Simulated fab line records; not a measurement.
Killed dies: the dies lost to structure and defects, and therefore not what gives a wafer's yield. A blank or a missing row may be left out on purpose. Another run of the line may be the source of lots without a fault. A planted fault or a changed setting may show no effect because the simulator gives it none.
A single fault, viewed from 2 desks ; flow rit-cmos ; every desk sees just its own numbers, and what lay behind them comes last

THE METROLOGY DESK
Means of the sampled wafers that have a number, per lot and without regard to the tool the lot ran on: this is what the gauges read. Any lot whose mean is over 4 standard deviations away from the usual mean is out of limits and marked OUT; that distance is given in the brackets.
Columns: A = PWELL_TW at RIT_PWELL_TW_MEAS_10, usual 946; B = NWELL_RS at RIT_WELLDRIVE_RS_MEAS_01, usual 275.2 ohm/sq; C = PWELL_RS at RIT_WELLDRIVE_RS_MEAS_02, usual 429.6 ohm/sq; D = NRETRO_OVL at RIT_NRETRO_OVL_MEAS_06, usual 0.5 nm
lot;first seen here;A;B;C;D
L588;day 2 02:03;939;276.2;429.1;1.0
L589;day 2 03:58;936;274.8;429.5;0.9
L601;day 4 16:47;957;275.9;430.7;-2.1
L602;day 4 20:45;939;274.4;431.1;2.5
L603;day 5 03:05;949;275.0;428.8;-1.1
L605;day 5 11:18;944;275.7;431.6;0.5
L609;day 6 08:17;942;275.3;429.8;-0.4
Result from this desk: across the 7 lots, nothing is out of limits.

AT THE TOOL OWNER'S DESK: implanter-04
The tool's own readings at RIT_NRETRO_IMPLANT_08, given as means over the sampled wafers that have a number, one for each lot that went through this tool. Any lot whose mean is over 4 standard deviations away from the usual mean is out of limits and marked OUT; that distance is given in the brackets.
Columns: A = beam-energy-keV at RIT_NRETRO_IMPLANT_08, usual 70.007
lot;first seen here;A
L588;day 2 09:34;70.003
L601;day 4 23:22;71.523 (+72) OUT
L602;day 5 03:26;71.493 (+71) OUT
L603;day 5 09:59;71.507 (+71) OUT
Finding of this desk: L601, L602, L603 out of limits; the first was L601 at day 4 23:22, on beam-energy-keV at RIT_NRETRO_IMPLANT_08. Within limits: L588.

PUT TOGETHER
The tool owner's desk could have raised an alarm at day 4 23:22, on L601, L602, L603.
The metrology desk saw nothing out of limits.
The metrology desk has L601, L602, L603 on record, within its limits.
RIT_NRETRO_IMPLANT_08 was run on implanter-04 by each of the lots named.

WHAT HAD BEEN PUT IN BY THE SIMULATOR
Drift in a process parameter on implanter-04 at RIT_NRETRO_IMPLANT_08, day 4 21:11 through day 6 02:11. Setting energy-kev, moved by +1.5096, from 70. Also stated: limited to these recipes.
Struck lots among those shown: L601, L602, L603.
Hours from the fault's start to each desk's first reading out of limits: the tool owner's desk, 2.
